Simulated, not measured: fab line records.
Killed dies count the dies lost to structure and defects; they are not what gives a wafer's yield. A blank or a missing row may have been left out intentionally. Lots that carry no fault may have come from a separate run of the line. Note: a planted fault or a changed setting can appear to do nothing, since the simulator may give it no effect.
fab line records :: flow rit_cmos
[record]
  lots = 14
  wafers = 42
  last_day = 7
route steps=202 shown PLDD@122
lots that met no fault: from a run of the same line without faults
start_h: hours from the record's opening day to when the first of the lot's shown wafers began :: wait_h: hours since the lot's step before :: " the same as in the row above :: L1.1+2: one row covering several wafers at once :: - no value, or no start given :: * or withheld: withheld :: < > ~ a bound
route shown NAME@n: NAME is a module with steps in the file, n the number in the route of the first one :: usual: average and standard deviation across the fault-free wafers :: same: alike in all rows :: chamber/n: place in a boat :: sites: each site's reading :: _std_site: their standard deviation :: _edge_site: the outer-site mean with the inner-site mean subtracted :: radius_mm: for every site, how far away it sits from the centre of the wafer :: mask NAME#n: copy n :: behind: tool/chamber where the wafer was last shaped :: hold: reason for holding the lot/hours on hold/outcome of the hold :: device: which transistor (n, p or np) failed to switch :: end of line: the same wafers' tests at the end of the route :: step lacking rows: just its recipe :: killed: at the first sort, the dies lost to defects and structure; wafer yield is something else :: map: a wafer's dies, marking killed ones x, the rest . and places with no die _
set.NAME: the setting as run; set.NAME@STEP: as run at that earlier step :: model.NAME: the simulator's own value behind a step, which no gauge read
a sample of lots followed through the steps of the route, with each step as a table and each wafer as a row
services: from which hour (start_h, from the record's first day; less than 0 if before it) a tool's chamber was out of use, for how many hours, and why
[[steps]]
[step RIT_PLDD_IMPLANT_08]
[recipe]
  species = BF2
  energy_kev = 20
  dose_cm2 = 9e+14
  tilt_deg = 7
[usual]
  beam_energy_keV = 20.000/0.0062
  beam_on_s = 10.00/0.21
  dose_ions_cm2 = 8.999e+14/9e+11
[same]
  implant_ion_amu = 49
lot.wafer: L437.1
tool: implanter-02
chamber: 0
start_h: 54.17
wait_h: 0.1
beam_energy_keV: 19.995
beam_on_s: 9.81
dose_ions_cm2: 8.996e+14

lot.wafer: L437.4
tool: implanter-02
chamber: 0
start_h: 54.17
wait_h: 0.1
beam_energy_keV: 20.006
beam_on_s: 9.97
dose_ions_cm2: 9.012e+14

lot.wafer: L437.5
tool: implanter-02
chamber: 0
start_h: 54.17
wait_h: 0.1
beam_energy_keV: 20.002
beam_on_s: 10.32
dose_ions_cm2: 9.013e+14

lot.wafer: L438.1
tool: implanter-04
chamber: 0
start_h: 54.51
wait_h: 0.1
beam_energy_keV: 20.000
beam_on_s: 10.10
dose_ions_cm2: 9.002e+14

lot.wafer: L438.3
tool: implanter-04
chamber: 0
start_h: 54.51
wait_h: 0.1
beam_energy_keV: 20.006
beam_on_s: 9.91
dose_ions_cm2: 9.005e+14

lot.wafer: L438.6
tool: implanter-04
chamber: 0
start_h: 54.51
wait_h: 0.1
beam_energy_keV: 20.008
beam_on_s: 10.11
dose_ions_cm2: 9.002e+14

lot.wafer: L441.1
tool: implanter-03
chamber: 0
start_h: 71.70
wait_h: 0.1
beam_energy_keV: 19.988
beam_on_s: 9.95
dose_ions_cm2: 9.014e+14

lot.wafer: L441.2
tool: implanter-03
chamber: 0
start_h: 71.70
wait_h: 0.1
beam_energy_keV: 19.994
beam_on_s: 9.69
dose_ions_cm2: 9.014e+14

lot.wafer: L441.3
tool: implanter-03
chamber: 0
start_h: 71.70
wait_h: 0.1
beam_energy_keV: 19.996
beam_on_s: 10.03
dose_ions_cm2: 9.013e+14

lot.wafer: L444.3
tool: implanter-03
chamber: 0
start_h: 87.03
wait_h: 0.1
beam_energy_keV: 19.999
beam_on_s: 9.85
dose_ions_cm2: 8.989e+14

lot.wafer: L444.5
tool: implanter-03
chamber: 0
start_h: 87.03
wait_h: 0.1
beam_energy_keV: 20.000
beam_on_s: 9.86
dose_ions_cm2: 8.983e+14

lot.wafer: L444.6
tool: implanter-03
chamber: 0
start_h: 87.03
wait_h: 0.1
beam_energy_keV: 20.001
beam_on_s: 9.78
dose_ions_cm2: 8.993e+14

lot.wafer: L445.1
tool: implanter-03
chamber: 0
start_h: 87.23
wait_h: 0.1
beam_energy_keV: 20.001
beam_on_s: 9.90
dose_ions_cm2: 8.991e+14

lot.wafer: L445.2
tool: implanter-03
chamber: 0
start_h: 87.23
wait_h: 0.1
beam_energy_keV: 19.996
beam_on_s: 9.58
dose_ions_cm2: 8.993e+14

lot.wafer: L445.3
tool: implanter-03
chamber: 0
start_h: 87.23
wait_h: 0.1
beam_energy_keV: 19.991
beam_on_s: 10.02
dose_ions_cm2: 8.994e+14

lot.wafer: L447.2
tool: implanter-03
chamber: 0
start_h: 99.45
wait_h: 0.1
beam_energy_keV: 20.004
beam_on_s: 10.49
dose_ions_cm2: 8.994e+14

lot.wafer: L447.3
tool: implanter-03
chamber: 0
start_h: 99.45
wait_h: 0.1
beam_energy_keV: 19.997
beam_on_s: 10.16
dose_ions_cm2: 8.988e+14

lot.wafer: L447.4
tool: implanter-03
chamber: 0
start_h: 99.45
wait_h: 0.1
beam_energy_keV: 19.995
beam_on_s: 10.03
dose_ions_cm2: 8.984e+14

lot.wafer: L448.1
tool: implanter-02
chamber: 0
start_h: 101.70
wait_h: 0.1
beam_energy_keV: 20.001
beam_on_s: 9.51
dose_ions_cm2: 8.992e+14

lot.wafer: L448.3
tool: implanter-02
chamber: 0
start_h: 101.70
wait_h: 0.1
beam_energy_keV: 20.007
beam_on_s: 10.07
dose_ions_cm2: 9.003e+14

lot.wafer: L448.4
tool: implanter-02
chamber: 0
start_h: 101.70
wait_h: 0.1
beam_energy_keV: 20.005
beam_on_s: 9.88
dose_ions_cm2: 9.005e+14

lot.wafer: L452.1
tool: implanter-02
chamber: 0
start_h: 129.91
wait_h: 0.1
beam_energy_keV: 19.997
beam_on_s: 10.00
dose_ions_cm2: 8.999e+14

lot.wafer: L452.4
tool: implanter-02
chamber: 0
start_h: 129.91
wait_h: 0.1
beam_energy_keV: 20.010
beam_on_s: 9.93
dose_ions_cm2: 8.998e+14

lot.wafer: L452.5
tool: implanter-02
chamber: 0
start_h: 129.91
wait_h: 0.1
beam_energy_keV: 20.004
beam_on_s: 10.01
dose_ions_cm2: 9.007e+14

lot.wafer: L453.1
tool: implanter-03
chamber: 0
start_h: 132.19
wait_h: 0.1
beam_energy_keV: 18.003
beam_on_s: 10.00
dose_ions_cm2: 9.007e+14

lot.wafer: L453.3
tool: implanter-03
chamber: 0
start_h: 132.19
wait_h: 0.1
beam_energy_keV: 18.006
beam_on_s: 9.94
dose_ions_cm2: 8.998e+14

lot.wafer: L453.5
tool: implanter-03
chamber: 0
start_h: 132.19
wait_h: 0.1
beam_energy_keV: 18.001
beam_on_s: 10.04
dose_ions_cm2: 8.991e+14

lot.wafer: L454.3
tool: implanter-03
chamber: 0
start_h: 137.75
wait_h: 0.1
beam_energy_keV: 17.992
beam_on_s: 9.95
dose_ions_cm2: 9.015e+14

lot.wafer: L454.4
tool: implanter-03
chamber: 0
start_h: 137.75
wait_h: 0.1
beam_energy_keV: 17.992
beam_on_s: 10.17
dose_ions_cm2: 9.003e+14

lot.wafer: L454.5
tool: implanter-03
chamber: 0
start_h: 137.75
wait_h: 0.1
beam_energy_keV: 17.990
beam_on_s: 10.06
dose_ions_cm2: 9.004e+14

lot.wafer: L455.2
tool: implanter-02
chamber: 0
start_h: 141.61
wait_h: 0.1
beam_energy_keV: 20.001
beam_on_s: 10.13
dose_ions_cm2: 8.992e+14

lot.wafer: L455.5
tool: implanter-02
chamber: 0
start_h: 141.61
wait_h: 0.1
beam_energy_keV: 20.000
beam_on_s: 9.82
dose_ions_cm2: 9.005e+14

lot.wafer: L455.6
tool: implanter-02
chamber: 0
start_h: 141.61
wait_h: 0.1
beam_energy_keV: 19.996
beam_on_s: 9.98
dose_ions_cm2: 8.992e+14

lot.wafer: L456.1
tool: implanter-02
chamber: 0
start_h: 144.19
wait_h: 0.1
beam_energy_keV: 20.009
beam_on_s: 10.14
dose_ions_cm2: 8.982e+14

lot.wafer: L456.3
tool: implanter-02
chamber: 0
start_h: 144.19
wait_h: 0.1
beam_energy_keV: 20.008
beam_on_s: 10.11
dose_ions_cm2: 9.005e+14

lot.wafer: L456.5
tool: implanter-02
chamber: 0
start_h: 144.19
wait_h: 0.1
beam_energy_keV: 20.007
beam_on_s: 10.18
dose_ions_cm2: 9.009e+14

lot.wafer: L458.2
tool: implanter-02
chamber: 0
start_h: 153.84
wait_h: 0.1
beam_energy_keV: 20.012
beam_on_s: 9.80
dose_ions_cm2: 9.001e+14

lot.wafer: L458.5
tool: implanter-02
chamber: 0
start_h: 153.84
wait_h: 0.1
beam_energy_keV: 19.997
beam_on_s: 9.89
dose_ions_cm2: 8.992e+14

lot.wafer: L458.6
tool: implanter-02
chamber: 0
start_h: 153.84
wait_h: 0.1
beam_energy_keV: 20.004
beam_on_s: 10.16
dose_ions_cm2: 9.012e+14

lot.wafer: L460.4
tool: implanter-02
chamber: 0
start_h: 159.83
wait_h: 0.1
beam_energy_keV: 20.002
beam_on_s: 9.95
dose_ions_cm2: 8.992e+14

lot.wafer: L460.5
tool: implanter-02
chamber: 0
start_h: 159.83
wait_h: 0.1
beam_energy_keV: 20.010
beam_on_s: 9.54
dose_ions_cm2: 8.988e+14

lot.wafer: L460.6
tool: implanter-02
chamber: 0
start_h: 159.83
wait_h: 0.1
beam_energy_keV: 20.005
beam_on_s: 10.11
dose_ions_cm2: 8.986e+14
[step RIT_PLDD_TW_MEAS_10]
[usual]
  PLDD_TW = 2342/17
lot.wafer: L437.1
tool: film_metro-01
chamber: -
start_h: 54.49
wait_h: 0.1
PLDD_TW: 2328

lot.wafer: L437.4
tool: film_metro-01
chamber: -
start_h: 54.49
wait_h: 0.1
PLDD_TW: 2324

lot.wafer: L437.5
tool: film_metro-01
chamber: -
start_h: 54.49
wait_h: 0.1
PLDD_TW: 2309

lot.wafer: L438.1
tool: film_metro-04
chamber: -
start_h: 54.84
wait_h: 0.1
PLDD_TW: 2361

lot.wafer: L438.3
tool: film_metro-04
chamber: -
start_h: 54.84
wait_h: 0.1
PLDD_TW: 2351

lot.wafer: L438.6
tool: film_metro-04
chamber: -
start_h: 54.84
wait_h: 0.1
PLDD_TW: 2365

lot.wafer: L441.1
tool: film_metro-01
chamber: -
start_h: 72.02
wait_h: 0.1
PLDD_TW: 2338

lot.wafer: L441.2
tool: film_metro-01
chamber: -
start_h: 72.02
wait_h: 0.1
PLDD_TW: 2335

lot.wafer: L441.3
tool: film_metro-01
chamber: -
start_h: 72.02
wait_h: 0.1
PLDD_TW: 2336

lot.wafer: L444.3
tool: film_metro-04
chamber: -
start_h: 87.33
wait_h: 0.1
PLDD_TW: 2368

lot.wafer: L444.5
tool: film_metro-04
chamber: -
start_h: 87.33
wait_h: 0.1
PLDD_TW: 2350

lot.wafer: L444.6
tool: film_metro-04
chamber: -
start_h: 87.33
wait_h: 0.1
PLDD_TW: 2360

lot.wafer: L445.1
tool: film_metro-01
chamber: -
start_h: 87.55
wait_h: 0.1
PLDD_TW: 2338

lot.wafer: L445.2
tool: film_metro-01
chamber: -
start_h: 87.55
wait_h: 0.1
PLDD_TW: 2345

lot.wafer: L445.3
tool: film_metro-01
chamber: -
start_h: 87.55
wait_h: 0.1
PLDD_TW: 2344

lot.wafer: L447.2
tool: film_metro-04
chamber: -
start_h: 99.76
wait_h: 0.1
PLDD_TW: 2350

lot.wafer: L447.3
tool: film_metro-04
chamber: -
start_h: 99.76
wait_h: 0.1
PLDD_TW: 2353

lot.wafer: L447.4
tool: film_metro-04
chamber: -
start_h: 99.76
wait_h: 0.1
PLDD_TW: 2353

lot.wafer: L448.1
tool: film_metro-01
chamber: -
start_h: 102.02
wait_h: 0.1
PLDD_TW: 2354

lot.wafer: L448.3
tool: film_metro-01
chamber: -
start_h: 102.02
wait_h: 0.1
PLDD_TW: 2339

lot.wafer: L448.4
tool: film_metro-01
chamber: -
start_h: 102.02
wait_h: 0.1
PLDD_TW: 2350

lot.wafer: L452.1
tool: film_metro-01
chamber: -
start_h: 130.23
wait_h: 0.1
PLDD_TW: 2348

lot.wafer: L452.4
tool: film_metro-01
chamber: -
start_h: 130.23
wait_h: 0.1
PLDD_TW: 2356

lot.wafer: L452.5
tool: film_metro-01
chamber: -
start_h: 130.23
wait_h: 0.1
PLDD_TW: 2342

lot.wafer: L453.1
tool: film_metro-04
chamber: -
start_h: 132.52
wait_h: 0.1
PLDD_TW: 2290

lot.wafer: L453.3
tool: film_metro-04
chamber: -
start_h: 132.52
wait_h: 0.1
PLDD_TW: 2297

lot.wafer: L453.5
tool: film_metro-04
chamber: -
start_h: 132.52
wait_h: 0.1
PLDD_TW: 2287

lot.wafer: L454.3
tool: film_metro-04
chamber: -
start_h: 138.04
wait_h: 0.1
PLDD_TW: 2302

lot.wafer: L454.4
tool: film_metro-04
chamber: -
start_h: 138.04
wait_h: 0.1
PLDD_TW: 2297

lot.wafer: L454.5
tool: film_metro-04
chamber: -
start_h: 138.04
wait_h: 0.1
PLDD_TW: 2309

lot.wafer: L455.2
tool: film_metro-01
chamber: -
start_h: 141.92
wait_h: 0.1
PLDD_TW: 2349

lot.wafer: L455.5
tool: film_metro-01
chamber: -
start_h: 141.92
wait_h: 0.1
PLDD_TW: 2338

lot.wafer: L455.6
tool: film_metro-01
chamber: -
start_h: 141.92
wait_h: 0.1
PLDD_TW: 2344

lot.wafer: L456.1
tool: film_metro-04
chamber: -
start_h: 144.51
wait_h: 0.1
PLDD_TW: 2351

lot.wafer: L456.3
tool: film_metro-04
chamber: -
start_h: 144.51
wait_h: 0.1
PLDD_TW: 2354

lot.wafer: L456.5
tool: film_metro-04
chamber: -
start_h: 144.51
wait_h: 0.1
PLDD_TW: 2344

lot.wafer: L458.2
tool: film_metro-02
chamber: -
start_h: 154.15
wait_h: 0.1
PLDD_TW: 2324

lot.wafer: L458.5
tool: film_metro-02
chamber: -
start_h: 154.15
wait_h: 0.1
PLDD_TW: 2321

lot.wafer: L458.6
tool: film_metro-02
chamber: -
start_h: 154.15
wait_h: 0.1
PLDD_TW: 2314

lot.wafer: L460.4
tool: film_metro-01
chamber: -
start_h: 160.11
wait_h: 0.1
PLDD_TW: 2348

lot.wafer: L460.5
tool: film_metro-01
chamber: -
start_h: 160.11
wait_h: 0.1
PLDD_TW: 2349

lot.wafer: L460.6
tool: film_metro-01
chamber: -
start_h: 160.11
wait_h: 0.1
PLDD_TW: 2349
[step RIT_SDANNEAL_RS_MEAS_06]
[recipe]
  thk_meas_gauge = four-point-probe
[usual]
  PLDD_RS = 178.5/0.53
lot.wafer: L437.1
tool: film_metro-04
chamber: -
start_h: 60.68
wait_h: 0.1
PLDD_RS[ohm/sq]: 177.6

lot.wafer: L437.4
tool: film_metro-04
chamber: -
start_h: 60.68
wait_h: 0.1
PLDD_RS[ohm/sq]: 178.5

lot.wafer: L437.5
tool: film_metro-04
chamber: -
start_h: 60.68
wait_h: 0.1
PLDD_RS[ohm/sq]: 177.6

lot.wafer: L438.1
tool: film_metro-01
chamber: -
start_h: 62.24
wait_h: 0.1
PLDD_RS[ohm/sq]: 178.5

lot.wafer: L438.3
tool: film_metro-01
chamber: -
start_h: 62.24
wait_h: 0.1
PLDD_RS[ohm/sq]: 178.7

lot.wafer: L438.6
tool: film_metro-01
chamber: -
start_h: 62.24
wait_h: 0.1
PLDD_RS[ohm/sq]: 178.6

lot.wafer: L441.1
tool: film_metro-01
chamber: -
start_h: 78.25
wait_h: 0.1
PLDD_RS[ohm/sq]: 179.3

lot.wafer: L441.2
tool: film_metro-01
chamber: -
start_h: 78.25
wait_h: 0.1
PLDD_RS[ohm/sq]: 178.9

lot.wafer: L441.3
tool: film_metro-01
chamber: -
start_h: 78.25
wait_h: 0.1
PLDD_RS[ohm/sq]: 179.6

lot.wafer: L444.3
tool: film_metro-04
chamber: -
start_h: 93.82
wait_h: 0.1
PLDD_RS[ohm/sq]: 179.2

lot.wafer: L444.5
tool: film_metro-04
chamber: -
start_h: 93.82
wait_h: 0.1
PLDD_RS[ohm/sq]: 178.8

lot.wafer: L444.6
tool: film_metro-04
chamber: -
start_h: 93.82
wait_h: 0.1
PLDD_RS[ohm/sq]: 178.9

lot.wafer: L445.1
tool: film_metro-02
chamber: -
start_h: 94.94
wait_h: 0.1
PLDD_RS[ohm/sq]: 178.5

lot.wafer: L445.2
tool: film_metro-02
chamber: -
start_h: 94.94
wait_h: 0.1
PLDD_RS[ohm/sq]: 178.4

lot.wafer: L445.3
tool: film_metro-02
chamber: -
start_h: 94.94
wait_h: 0.1
PLDD_RS[ohm/sq]: 178.0

lot.wafer: L447.2
tool: film_metro-02
chamber: -
start_h: 106.23
wait_h: 0.1
PLDD_RS[ohm/sq]: 178.9

lot.wafer: L447.3
tool: film_metro-02
chamber: -
start_h: 106.23
wait_h: 0.1
PLDD_RS[ohm/sq]: 178.2

lot.wafer: L447.4
tool: film_metro-02
chamber: -
start_h: 106.23
wait_h: 0.1
PLDD_RS[ohm/sq]: 178.4

lot.wafer: L448.1
tool: film_metro-04
chamber: -
start_h: 109.18
wait_h: 0.1
PLDD_RS[ohm/sq]: 178.0

lot.wafer: L448.3
tool: film_metro-04
chamber: -
start_h: 109.18
wait_h: 0.1
PLDD_RS[ohm/sq]: 178.0

lot.wafer: L448.4
tool: film_metro-04
chamber: -
start_h: 109.18
wait_h: 0.1
PLDD_RS[ohm/sq]: 177.5

lot.wafer: L452.1
tool: film_metro-01
chamber: -
start_h: 136.57
wait_h: 0.1
PLDD_RS[ohm/sq]: 179.3

lot.wafer: L452.4
tool: film_metro-01
chamber: -
start_h: 136.57
wait_h: 0.1
PLDD_RS[ohm/sq]: 179.0

lot.wafer: L452.5
tool: film_metro-01
chamber: -
start_h: 136.57
wait_h: 0.1
PLDD_RS[ohm/sq]: 178.6

lot.wafer: L453.1
tool: film_metro-02
chamber: -
start_h: 139.44
wait_h: 0.1
PLDD_RS[ohm/sq]: 186.6

lot.wafer: L453.3
tool: film_metro-02
chamber: -
start_h: 139.44
wait_h: 0.1
PLDD_RS[ohm/sq]: 186.5

lot.wafer: L453.5
tool: film_metro-02
chamber: -
start_h: 139.44
wait_h: 0.1
PLDD_RS[ohm/sq]: 186.4

lot.wafer: L454.3
tool: film_metro-01
chamber: -
start_h: 145.17
wait_h: 0.1
PLDD_RS[ohm/sq]: 185.2

lot.wafer: L454.4
tool: film_metro-01
chamber: -
start_h: 145.17
wait_h: 0.1
PLDD_RS[ohm/sq]: 184.8

lot.wafer: L454.5
tool: film_metro-01
chamber: -
start_h: 145.17
wait_h: 0.1
PLDD_RS[ohm/sq]: 185.0

lot.wafer: L455.2
tool: film_metro-02
chamber: -
start_h: 148.23
wait_h: 0.1
PLDD_RS[ohm/sq]: 179.2

lot.wafer: L455.5
tool: film_metro-02
chamber: -
start_h: 148.23
wait_h: 0.1
PLDD_RS[ohm/sq]: 178.7

lot.wafer: L455.6
tool: film_metro-02
chamber: -
start_h: 148.23
wait_h: 0.1
PLDD_RS[ohm/sq]: 179.5

lot.wafer: L456.1
tool: film_metro-01
chamber: -
start_h: 151.05
wait_h: 0.1
PLDD_RS[ohm/sq]: 178.6

lot.wafer: L456.3
tool: film_metro-01
chamber: -
start_h: 151.05
wait_h: 0.1
PLDD_RS[ohm/sq]: 178.4

lot.wafer: L456.5
tool: film_metro-01
chamber: -
start_h: 151.05
wait_h: 0.1
PLDD_RS[ohm/sq]: 178.6

lot.wafer: L458.2
tool: film_metro-04
chamber: -
start_h: 160.43
wait_h: 0.1
PLDD_RS[ohm/sq]: 177.6

lot.wafer: L458.5
tool: film_metro-04
chamber: -
start_h: 160.43
wait_h: 0.1
PLDD_RS[ohm/sq]: 177.8

lot.wafer: L458.6
tool: film_metro-04
chamber: -
start_h: 160.43
wait_h: 0.1
PLDD_RS[ohm/sq]: 178.2

lot.wafer: L460.4
tool: film_metro-02
chamber: -
start_h: 168.27
wait_h: 0.1
PLDD_RS[ohm/sq]: 178.8

lot.wafer: L460.5
tool: film_metro-02
chamber: -
start_h: 168.27
wait_h: 0.1
PLDD_RS[ohm/sq]: 178.5

lot.wafer: L460.6
tool: film_metro-02
chamber: -
start_h: 168.27
wait_h: 0.1
PLDD_RS[ohm/sq]: 178.6
[[services]]
tool: implanter-03
chamber: -
start_h: 55.08
hours: 1.5
kind: repair

tool: implanter-02
chamber: -
start_h: 86.02
hours: 6.0
kind: pm

tool: implanter-04
chamber: -
start_h: 92.01
hours: 0.7
kind: repair
[[key]]
[first_sign]
  step = RIT_PLDD_IMPLANT_08
  reading = beam_energy_keV
  direction = down
  sigmas = 99+
  usual = 20.000
  struck = 17.997
[effect]
  step = RIT_PLDD_TW_MEAS_10
  reading = PLDD_TW
  direction = down
  sigmas = 2.6
  usual = 2342
  struck = 2297
[effect]
  step = RIT_SDANNEAL_RS_MEAS_06
  reading = PLDD_RS
  direction = up
  sigmas = 14
  usual = 178.5
  struck = 185.7
met_at RIT_PLDD_IMPLANT_08
struck_lots L453,L454
tester_left_out L453,L454
onset_between 99.45 132.19
[fault]
  kind = process_parameter_drift
  tool = implanter-03
  chamber = -
  onset_h = 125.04
  steps = RIT_PLDD_IMPLANT_08
  channel = energy_kev
  offset = -2
  shape = step
  end_h = 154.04
  acts_in = these_recipes_only
  stated = 20
// tester_left_out: of these lots the tester's yield and bins aren't shown, on N5 and GAA mostly nor the transistor test; their killed dies are dies lost to structure and defects alone, not to doping, threshold or leakage, so they don't give the yield
